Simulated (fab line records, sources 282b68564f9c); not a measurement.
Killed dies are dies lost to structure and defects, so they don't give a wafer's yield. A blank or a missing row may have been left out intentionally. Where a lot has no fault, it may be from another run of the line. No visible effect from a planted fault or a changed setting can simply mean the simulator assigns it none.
fab line records	flow rit_cmos
[record] lots = 14	wafers = 42	last_day = 8
route steps=202 shown ACTIVE@1 NLDD@113 NSD@158 CONTACT@173 M1@202
lots that met no fault: from a run of the same line without faults
start_h: hours from the record's opening day to when the first of the lot's shown wafers began	wait_h: how many hours have passed since the lot's step before this one	" identical to the entry in the row above	L1.1+2: several wafers, shown together as one row	- no value, or no start was given	* or withheld: withheld	< > ~ a bound
route shown NAME@n: names a module that has steps shown in the file, with the first one's number in the route	usual: mean/standard deviation taken from wafers without a fault	same: alike in all rows	chamber/n: place in a boat	sites: each site's reading	_std_site: standard deviation across them	_edge_site: mean of outer sites minus mean of inner sites	radius_mm: for every site, how far away it sits from the centre of the wafer	mask NAME#n: copy n	behind: tool/chamber where the wafer was last shaped	hold: the reason the lot was held/the length of the hold in hours/how it ended	device: transistor that didn't switch, given as n, p or np	end of line: at the end of the route, the tests of the same wafers	step lacking rows: just its recipe	killed: the dies lost at the first sort to structure and to defects; this is not the yield of the wafer	map: the dies of a wafer, with x for killed, . for not killed, _ for no die there
set.NAME: the run value of the setting; set.NAME@STEP: its run value at that earlier step	model.NAME: the simulator's own value behind a step, which no gauge read
route steps across a sampled set of lots; one table per step, one row per wafer
services: a tool's chamber out of use, with start hour (start_h, from the record's first day; less than 0 if before it), hours out, and reason
[[steps]]
[step RIT_ACTIVE_BOW_MEAS_00]
[recipe] mode = bow
[usual] INCOMING_BOW = 0/5.7
lot.wafer	tool	chamber	start_h	wait_h	INCOMING_BOW[um]
L417.1	film_metro-02	-	10.00	-	5
L417.3	"	-	"	"	7
L417.4	"	-	"	"	7
L418.2	film_metro-01	-	15.02	-	2
L418.3	"	-	"	"	3
L418.4	"	-	"	"	-1
L419.1	film_metro-02	-	20.00	-	-4
L419.2	"	-	"	"	-10
L419.5	"	-	"	"	0
L420.2	film_metro-02	-	25.02	-	3
L420.3	"	-	"	"	-6
L420.5	"	-	"	"	6
L421.1	film_metro-01	-	30.00	-	-1
L421.2	"	-	"	"	8
L421.4	"	-	"	"	-21
L423.1	film_metro-02	-	40.00	-	-2
L423.3	"	-	"	"	-13
L423.6	"	-	"	"	-2
L424.2	film_metro-04	-	45.02	-	-1
L424.4	"	-	"	"	2
L424.6	"	-	"	"	4
L426.1	film_metro-01	-	55.00	-	4
L426.5	"	-	"	"	-3
L426.6	"	-	"	"	-8
L427.1	film_metro-01	-	60.00	-	-4
L427.4	"	-	"	"	5
L427.5	"	-	"	"	0
L430.2	film_metro-04	-	75.02	-	6
L430.4	"	-	"	"	2
L430.6	"	-	"	"	5
L436.2	film_metro-04	-	105.02	-	-8
L436.4	"	-	"	"	5
L436.6	"	-	"	"	-1
L437.3	film_metro-04	-	110.04	-	2
L437.4	"	-	"	"	-8
L437.5	"	-	"	"	4
L438.2	film_metro-02	-	115.02	-	3
L438.3	"	-	"	"	0
L438.4	"	-	"	"	2
L440.1	film_metro-02	-	125.00	-	-8
L440.4	"	-	"	"	-13
L440.6	"	-	"	"	-6
[step RIT_NLDD_TW_MEAS_10]
[usual] NLDD_TW = 2495/20
lot.wafer	tool	chamber	start_h	wait_h	NLDD_TW
L417.1	film_metro-04	-	45.73	0.1	2494
L417.3	"	-	"	"	2496
L417.4	"	-	"	"	2497
L418.2	film_metro-02	-	48.54	0.1	2526
L418.3	"	-	"	"	2513
L418.4	"	-	"	"	2511
L419.1	film_metro-01	-	53.84	0.1	2465
L419.2	"	-	"	"	2470
L419.5	"	-	"	"	2471
L420.2	film_metro-04	-	57.89	0.1	2499
L420.3	"	-	"	"	2507
L420.5	"	-	"	"	2480
L421.1	film_metro-01	-	66.06	0.1	2480
L421.2	"	-	"	"	2458
L421.4	"	-	"	"	2462
L423.1	film_metro-01	-	76.06	0.1	2479
L423.3	"	-	"	"	2471
L423.6	"	-	"	"	2475
L424.2	film_metro-01	-	78.58	0.1	2481
L424.4	"	-	"	"	2491
L424.6	"	-	"	"	2469
L426.1	film_metro-04	-	91.02	0.1	2508
L426.5	"	-	"	"	2489
L426.6	"	-	"	"	2493
L427.1	film_metro-04	-	94.37	0.1	2488
L427.4	"	-	"	"	2492
L427.5	"	-	"	"	2471
L430.2	film_metro-04	-	109.24	0.1	2475
L430.4	"	-	"	"	2472
L430.6	"	-	"	"	2490
L436.2	film_metro-04	-	145.95	0.1	2482
L436.4	"	-	"	"	2487
L436.6	"	-	"	"	2496
L437.3	film_metro-01	-	152.02	0.1	2468
L437.4	"	-	"	"	2474
L437.5	"	-	"	"	2470
L438.2	film_metro-02	-	152.26	0.1	2531
L438.3	"	-	"	"	2530
L438.4	"	-	"	"	2516
L440.1	film_metro-02	-	173.57	0.1	2521
L440.4	"	-	"	"	2528
L440.6	"	-	"	"	2530
[step RIT_SDANNEAL_RS_MEAS_05]
[recipe] thk_meas_gauge = four-point-probe
[usual] NSD_RS = 83.68/0.24
lot.wafer	tool	chamber	start_h	wait_h	NSD_RS[ohm/sq]
L417.1	film_metro-04	-	53.24	0.1	83.14
L417.3	"	-	"	"	83.61
L417.4	"	-	"	"	83.47
L418.2	film_metro-02	-	56.26	0.1	84.07
L418.3	"	-	"	"	83.95
L418.4	"	-	"	"	84.23
L419.1	film_metro-02	-	61.23	0.1	83.41
L419.2	"	-	"	"	83.54
L419.5	"	-	"	"	83.60
L420.2	film_metro-02	-	65.53	0.1	83.94
L420.3	"	-	"	"	83.70
L420.5	"	-	"	"	83.86
L421.1	film_metro-01	-	74.88	0.1	83.65
L421.2	"	-	"	"	83.51
L421.4	"	-	"	"	83.50
L423.1	film_metro-01	-	83.42	0.1	83.62
L423.3	"	-	"	"	83.88
L423.6	"	-	"	"	83.48
L424.2	film_metro-04	-	86.41	0.1	83.80
L424.4	"	-	"	"	83.86
L424.6	"	-	"	"	84.13
L426.1	film_metro-02	-	99.99	0.1	83.68
L426.5	"	-	"	"	83.75
L426.6	"	-	"	"	83.55
L427.1	film_metro-02	-	101.89	0.1	83.63
L427.4	"	-	"	"	83.85
L427.5	"	-	"	"	84.00
L430.2	film_metro-04	-	118.24	0.1	83.39
L430.4	"	-	"	"	83.44
L430.6	"	-	"	"	83.50
L436.2	film_metro-01	-	153.80	0.1	83.46
L436.4	"	-	"	"	83.74
L436.6	"	-	"	"	83.71
L437.3	film_metro-04	-	159.53	0.1	83.25
L437.4	"	-	"	"	83.28
L437.5	"	-	"	"	83.45
L438.2	film_metro-01	-	161.00	0.1	84.02
L438.3	"	-	"	"	84.04
L438.4	"	-	"	"	83.90
L440.1	film_metro-04	-	181.32	0.1	83.69
L440.4	"	-	"	"	83.49
L440.6	"	-	"	"	83.47
[step RIT_CONTACT_EXPOSE_05]
[recipe] mask_id = M11	na = 0.6	source_shape = conventional	sigma_outer = 0.5	target_cd_nm = 1000	dose_mj = 250
[usual] exposure_dose_mJ_cm2 = 249.88/0.22	reticle_temp_C = 22.98/0.092
lot.wafer	tool	chamber	start_h	wait_h	mask	exposure_dose_mJ_cm2	reticle_temp_C
L417.1	iline_stepper-01	0	54.80	0.2	M11#0	249.97	23.12
L417.3	"	0	"	"	M11#0	249.97	22.86
L417.4	"	0	"	"	M11#0	250.07	22.91
L418.2	iline_stepper-02	0	57.90	0.2	M11#0	249.80	23.12
L418.3	"	0	"	"	M11#0	249.76	22.99
L418.4	"	0	"	"	M11#0	250.16	23.12
L419.1	iline_stepper-01	0	62.80	0.3	M11#0	249.74	22.97
L419.2	"	0	"	"	M11#0	249.74	22.91
L419.5	"	0	"	"	M11#0	249.76	23.03
L420.2	iline_stepper-02	0	67.11	0.2	M11#0	249.68	23.04
L420.3	"	0	"	"	M11#0	249.69	23.10
L420.5	"	0	"	"	M11#0	250.09	23.02
L421.1	iline_stepper-02	0	76.32	0.1	M11#0	250.12	22.94
L421.2	"	0	"	"	M11#0	249.88	22.90
L421.4	"	0	"	"	M11#0	249.76	22.95
L423.1	iline_stepper-02	0	84.98	0.2	M11#0	249.52	22.89
L423.3	"	0	"	"	M11#0	249.95	22.88
L423.6	"	0	"	"	M11#0	249.86	22.97
L424.2	iline_stepper-01	0	87.97	0.2	M11#0	249.77	23.02
L424.4	"	0	"	"	M11#0	249.77	23.10
L424.6	"	0	"	"	M11#0	249.80	22.88
L426.1	iline_stepper-01	0	101.43	0.1	M11#0	195.38	22.92
L426.5	"	0	"	"	M11#0	196.03	22.96
L426.6	"	0	"	"	M11#0	195.71	22.87
L427.1	iline_stepper-01	0	103.32	0.1	M11#0	206.51	22.96
L427.4	"	0	"	"	M11#0	206.66	22.91
L427.5	"	0	"	"	M11#0	206.37	22.98
L430.2	iline_stepper-02	0	119.80	0.1	M11#0	250.02	23.01
L430.4	"	0	"	"	M11#0	249.78	23.01
L430.6	"	0	"	"	M11#0	249.88	22.97
L436.2	iline_stepper-02	0	155.36	0.2	M11#0	249.54	22.83
L436.4	"	0	"	"	M11#0	249.94	23.11
L436.6	"	0	"	"	M11#0	250.32	22.93
L437.3	iline_stepper-02	0	160.97	0.1	M11#0	249.83	23.06
L437.4	"	0	"	"	M11#0	249.89	22.94
L437.5	"	0	"	"	M11#0	249.84	23.06
L438.2	iline_stepper-02	0	162.44	0.1	M11#0	249.85	23.06
L438.3	"	0	"	"	M11#0	249.95	23.02
L438.4	"	0	"	"	M11#0	249.60	23.09
L440.1	iline_stepper-02	0	182.89	0.2	M11#0	249.80	23.03
L440.4	"	0	"	"	M11#0	249.59	23.03
L440.6	"	0	"	"	M11#0	249.71	22.85
[step RIT_CONTACT_CD_MEAS_08]
[recipe] target_cd_nm = 1000
[usual] cd_nm = 999.4/1.8
lot.wafer	tool	chamber	start_h	wait_h	cd_nm
L417.1	cd_sem-02	-	55.32	-	998.4
L417.3	"	-	"	"	999.3
L417.4	"	-	"	"	999.2
L418.2	cd_sem-01	-	58.41	-	1001.9
L418.3	"	-	"	"	1002.3
L418.4	"	-	"	"	1001.6
L419.1	cd_sem-01	-	63.33	-	998.9
L419.2	"	-	"	"	1002.5
L419.5	"	-	"	"	999.2
L420.2	cd_sem-02	-	67.66	-	998.2
L420.3	"	-	"	"	996.4
L420.5	"	-	"	"	997.5
L421.1	cd_sem-02	-	76.84	-	1000.5
L421.2	"	-	"	"	999.7
L421.4	"	-	"	"	999.7
L423.1	cd_sem-01	-	85.65	-	1001.8
L423.3	"	-	"	"	1001.4
L423.6	"	-	"	"	1000.8
L424.2	cd_sem-01	-	88.49	-	999.2
L424.4	"	-	"	"	999.0
L424.6	"	-	"	"	999.2
L426.1	cd_sem-02	-	101.94	-	930.2
L426.5	"	-	"	"	929.0
L426.6	"	-	"	"	929.7
L427.1	cd_sem-01	-	103.84	-	945.3
L427.4	"	-	"	"	946.6
L427.5	"	-	"	"	946.7
L430.2	cd_sem-02	-	120.37	-	995.4
L430.4	"	-	"	"	997.4
L430.6	"	-	"	"	996.7
L436.2	cd_sem-02	-	155.88	-	1000.2
L436.4	"	-	"	"	1001.9
L436.6	"	-	"	"	1001.7
L437.3	cd_sem-01	-	161.49	-	1000.1
L437.4	"	-	"	"	999.8
L437.5	"	-	"	"	999.6
L438.2	cd_sem-01	-	162.95	-	999.6
L438.3	"	-	"	"	1002.0
L438.4	"	-	"	"	998.8
L440.1	cd_sem-01	-	183.40	-	998.3
L440.4	"	-	"	"	997.5
L440.6	"	-	"	"	998.6
[step RIT_M1_PROBE_99]
[usual] killed_at_contacts = 0.1/0.24	killed_at_front_end = 6.7/2.9	killed_dies = 6.8/2.9	killed_open = 3.5/2	killed_short = 3.2/1.9
[same] gross_dies = 264	killed_at_M0_to_M3 = 0	killed_at_M4_up = 0	killed_at_back_side = 0	killed_at_other = 0
lot.wafer	tool	chamber	start_h	wait_h	killed_at_contacts	killed_at_front_end	killed_dies	killed_open	killed_short
L417.1	prober-01	-	60.71	0.1	0	6	6	0	6
L417.3	prober-01	-	60.81	0.2	1	4	5	3	2
L417.4	prober-01	-	60.86	0.2	0	1	1	1	0
L418.2	prober-02	-	63.60	0.1	0	10	10	2	8
L418.3	prober-02	-	63.65	0.2	0	11	11	6	5
L418.4	prober-02	-	63.70	0.2	0	8	8	3	5
L419.1	prober-01	-	68.66	0.1	0	7	7	3	3
L419.2	prober-01	-	68.71	0.1	0	3	3	1	2
L419.5	prober-01	-	68.86	0.2	1	8	9	4	5
L420.2	prober-02	-	73.16	0.1	0	11	11	5	6
L420.3	prober-02	-	73.21	0.2	0	3	3	2	1
L420.5	prober-02	-	73.31	0.2	0	11	11	8	3
L421.1	prober-01	-	82.12	0.1	0	10	10	6	4
L421.2	prober-01	-	82.17	0.1	0	6	6	4	2
L421.4	prober-01	-	82.27	0.2	0	10	10	5	5
L423.1	prober-01	-	90.81	0.1	0	9	9	5	4
L423.3	prober-01	-	90.91	0.2	0	3	3	3	0
L423.6	prober-01	-	91.06	0.2	0	7	7	5	2
L424.2	prober-02	-	93.88	0.1	0	11	11	8	3
L424.4	prober-02	-	93.98	0.2	0	9	9	4	5
L424.6	prober-02	-	94.08	0.2	0	10	10	7	3
L426.1	prober-02	-	107.10	0.1	0	10	10	2	8
L426.5	prober-02	-	107.30	0.2	0	11	11	9	2
L426.6	prober-02	-	107.35	0.2	0	11	11	5	6
L427.1	prober-01	-	109.12	0.1	0	10	10	6	4
L427.4	prober-01	-	109.27	0.2	0	11	11	4	7
L427.5	prober-01	-	109.32	0.2	0	6	6	2	4
L430.2	prober-02	-	125.82	0.1	0	10	10	3	7
L430.4	prober-02	-	125.92	0.2	0	2	2	0	2
L430.6	prober-02	-	126.02	0.2	0	6	6	3	3
L436.2	prober-02	-	161.18	0.1	0	6	6	4	2
L436.4	prober-02	-	161.28	0.2	0	2	2	0	2
L436.6	prober-02	-	161.38	0.2	0	7	7	4	3
L437.3	prober-01	-	166.88	0.2	0	8	8	5	3
L437.4	prober-01	-	166.93	0.2	0	4	4	3	1
L437.5	prober-01	-	166.98	0.2	0	5	5	1	3
L438.2	prober-02	-	168.33	0.1	0	10	10	4	5
L438.3	prober-02	-	168.38	0.2	0	7	7	2	5
L438.4	prober-02	-	168.43	0.2	0	8	8	5	3
L440.1	prober-02	-	188.69	0.1	0	5	5	3	2
L440.4	prober-02	-	188.84	0.2	0	6	6	5	1
L440.6	prober-02	-	188.94	0.2	0	9	9	4	5
// killed by level:class
L417.1 GATE:geometric_particle:short=2 SILICIDE:geometric_particle:short=2 FOX1:geometric_particle:short=1 REOX:geometric_particle:short=1
L417.3 SILICIDE:geometric_particle:open=2 GATE:geometric_particle:short=1 GATE:geometric_particle:open=1 CONTACT:geometric_particle:short=1
L417.4 FOX1:geometric_particle:open=1
L418.2 GATE:geometric_particle:short=2 SPACER:geometric_particle:short=2 SILICIDE:geometric_particle:short=2 FOX1:geometric_particle:short=1 GATE:geometric_particle:open=1 REOX:geometric_particle:short=1 REOX:geometric_particle:open=1
L418.3 GATE:geometric_particle:open=3 GATE:geometric_particle:short=2 REOX:geometric_particle:short=2 FOX1:geometric_particle:open=1 REOX:geometric_particle:open=1 SPACER:geometric_particle:open=1 SPACER:geometric_particle:short=1
L418.4 REOX:geometric_particle:short=3 FOX2:geometric_particle:short=1 GATE:geometric_particle:short=1 REOX:geometric_particle:open=1 SPACER:geometric_particle:open=1 SILICIDE:geometric_particle:open=1
L419.1 GATE:geometric_particle:open=2 GATE:geometric_particle:short=2 FOX2:geometric_particle:short=1 FOX2:geometric_particle:open=1 PWELL:coat_microbubble_printed=1
L419.2 GATE:geometric_particle:short=2 REOX:geometric_particle:open=1
L419.5 SPACER:geometric_particle:short=3 SPACER:geometric_particle:open=2 FOX1:geometric_particle:open=1 GATE:geometric_particle:short=1 REOX:geometric_particle:short=1 CONTACT:geometric_particle:open=1
L420.2 FOX1:geometric_particle:short=2 GATE:geometric_particle:short=2 SILICIDE:geometric_particle:open=2 FOX2:geometric_particle:open=1 FOX2:geometric_particle:short=1 GATE:geometric_particle:open=1 REOX:geometric_particle:short=1 REOX:geometric_particle:open=1
L420.3 FOX2:geometric_particle:open=1 GATE:geometric_particle:short=1 GATE:geometric_particle:open=1
L420.5 FOX1:geometric_particle:open=5 REOX:geometric_particle:open=2 FOX1:geometric_particle:short=1 GATE:geometric_particle:open=1 GATE:geometric_particle:short=1 REOX:geometric_particle:short=1
L421.1 GATE:geometric_particle:open=3 FOX1:geometric_particle:short=2 SILICIDE:geometric_particle:open=2 GATE:geometric_particle:short=1 SPACER:geometric_particle:open=1 SILICIDE:geometric_particle:short=1
L421.2 GATE:geometric_particle:open=3 GATE:geometric_particle:short=2 SILICIDE:geometric_particle:open=1
L421.4 GATE:geometric_particle:open=5 GATE:geometric_particle:short=4 REOX:geometric_particle:short=1
L423.1 GATE:geometric_particle:open=2 GATE:geometric_particle:short=2 SPACER:geometric_particle:open=2 REOX:geometric_particle:short=1 SPACER:geometric_particle:short=1 SILICIDE:geometric_particle:open=1
L423.3 GATE:geometric_particle:open=1 SPACER:geometric_particle:open=1 SILICIDE:geometric_particle:open=1
L423.6 GATE:geometric_particle:open=3 GATE:geometric_particle:short=2 SPACER:geometric_particle:open=2
L424.2 SILICIDE:geometric_particle:open=4 SPACER:geometric_particle:open=2 FOX2:geometric_particle:short=1 GATE:geometric_particle:short=1 GATE:geometric_particle:open=1 REOX:geometric_particle:open=1 SPACER:geometric_particle:short=1
L424.4 GATE:geometric_particle:short=3 FOX2:geometric_particle:open=1 FOX2:geometric_particle:short=1 REOX:geometric_particle:open=1 SPACER:geometric_particle:open=1 SPACER:geometric_particle:short=1 SILICIDE:geometric_particle:open=1
L424.6 GATE:geometric_particle:open=2 SPACER:geometric_particle:open=2 SILICIDE:geometric_particle:open=2 FOX2:geometric_particle:short=1 REOX:geometric_particle:open=1 REOX:geometric_particle:short=1 SPACER:geometric_particle:short=1
L426.1 SPACER:geometric_particle:short=3 FOX1:geometric_particle:short=2 SILICIDE:geometric_particle:short=2 FOX1:geometric_particle:open=1 FOX2:geometric_particle:short=1 REOX:geometric_particle:open=1
L426.5 FOX1:geometric_particle:open=5 FOX2:geometric_particle:open=2 FOX1:geometric_particle:short=1 GATE:geometric_particle:open=1 GATE:geometric_particle:short=1 SILICIDE:geometric_particle:open=1
L426.6 FOX1:geometric_particle:short=2 GATE:geometric_particle:short=2 SILICIDE:geometric_particle:short=2 FOX1:geometric_particle:open=1 FOX2:geometric_particle:open=1 GATE:geometric_particle:open=1 SPACER:geometric_particle:open=1 SILICIDE:geometric_particle:open=1
L427.1 GATE:geometric_particle:open=3 GATE:geometric_particle:short=2 REOX:geometric_particle:open=2 FOX1:geometric_particle:short=1 FOX1:geometric_particle:open=1 SPACER:geometric_particle:short=1
L427.4 GATE:geometric_particle:short=4 SILICIDE:geometric_particle:short=2 FOX2:geometric_particle:open=1 GATE:geometric_particle:open=1 REOX:geometric_particle:short=1 SPACER:geometric_particle:open=1 SILICIDE:geometric_particle:open=1
L427.5 GATE:geometric_particle:short=2 FOX1:geometric_particle:open=1 GATE:geometric_particle:open=1 SPACER:geometric_particle:short=1 SILICIDE:geometric_particle:short=1
L430.2 GATE:geometric_particle:short=4 FOX2:geometric_particle:open=2 REOX:geometric_particle:short=2 FOX2:geometric_particle:short=1 REOX:geometric_particle:open=1
L430.4 GATE:geometric_particle:short=1 SPACER:geometric_particle:short=1
L430.6 GATE:geometric_particle:open=2 FOX1:geometric_particle:short=1 GATE:geometric_particle:short=1 REOX:geometric_particle:short=1 REOX:geometric_particle:open=1
L436.2 GATE:geometric_particle:open=3 GATE:geometric_particle:short=1 REOX:geometric_particle:short=1 REOX:geometric_particle:open=1
L436.4 GATE:geometric_particle:short=1 SPACER:geometric_particle:short=1
L436.6 GATE:geometric_particle:open=3 GATE:geometric_particle:short=1 REOX:geometric_particle:short=1 SILICIDE:geometric_particle:short=1 SILICIDE:geometric_particle:open=1
L437.3 REOX:geometric_particle:open=2 SPACER:geometric_particle:open=2 SPACER:geometric_particle:short=2 GATE:geometric_particle:open=1 REOX:geometric_particle:short=1
L437.4 FOX1:geometric_particle:open=1 GATE:geometric_particle:open=1 GATE:geometric_particle:short=1 SILICIDE:geometric_particle:open=1
L437.5 FOX1:geometric_particle:short=2 GATE:geometric_particle:open=1 SILICIDE:geometric_particle:short=1 PLDD:coat_microbubble_printed=1
L438.2 SILICIDE:geometric_particle:short=3 SPACER:geometric_particle:open=2 FOX1:geometric_particle:open=1 GATE:geometric_particle:short=1 SPACER:geometric_particle:short=1 SILICIDE:geometric_particle:open=1 PLDD:coat_microbubble_printed=1
L438.3 SILICIDE:geometric_particle:short=3 REOX:geometric_particle:short=2 GATE:geometric_particle:open=1 SILICIDE:geometric_particle:open=1
L438.4 SPACER:geometric_particle:open=3 FOX1:geometric_particle:open=1 GATE:geometric_particle:short=1 FOX2:geometric_particle:short=1 REOX:geometric_particle:open=1 SILICIDE:geometric_particle:short=1
L440.1 FOX1:geometric_particle:open=2 FOX2:geometric_particle:open=1 FOX2:geometric_particle:short=1 GATE:geometric_particle:short=1
L440.4 GATE:geometric_particle:open=2 FOX2:geometric_particle:open=1 FOX2:geometric_particle:short=1 REOX:geometric_particle:open=1 SILICIDE:geometric_particle:open=1
L440.6 SPACER:geometric_particle:open=2 FOX1:geometric_particle:open=1 FOX1:geometric_particle:short=1 FOX2:geometric_particle:short=1 GATE:geometric_particle:short=1 GATE:geometric_particle:open=1 REOX:geometric_particle:short=1 SILICIDE:geometric_particle:short=1
[[services]]
tool	chamber	start_h	hours	kind
iline_stepper-01	-	49.18	4.2	repair
iline_stepper-02	0	99.87	-	calibration
iline_stepper-01	0	148.56	-	calibration
[[key]]
[first_sign] step = RIT_CONTACT_EXPOSE_05	reading = exposure_dose_mJ_cm2	direction = down	sigmas = 99+	usual = 249.88	struck = 201.11
[effect] step = RIT_CONTACT_CD_MEAS_08	reading = cd_nm	direction = down	sigmas = 34	usual = 999.4	struck = 937.9	through = control_loop
met_at RIT_CONTACT_EXPOSE_05
struck_lots L426,L427
tester_left_out L426,L427
[loop_trim] step = RIT_CONTACT_EXPOSE_05	setting = dose	lots = L427
not_acting_at RIT_ACTIVE_BOW_MEAS_00,RIT_NLDD_TW_MEAS_10,RIT_SDANNEAL_RS_MEAS_05
onset_between 87.97 101.43
[fault] kind = process_parameter_drift	tool = iline_stepper-01	chamber = -	onset_h = 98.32	steps = RIT_CONTACT_EXPOSE_05	channel = dose_mj	offset = -54.121	shape = step	acts_in = these_recipes_only	stated = 250
// tester_left_out: of these lots the tester's yield and bins aren't shown, on N5 and GAA mostly nor the transistor test; their killed dies are dies lost to structure and defects alone, not to doping, threshold or leakage, so they don't give the yield
// loop_trim: a control loop set the setting to another value than it would have without faults
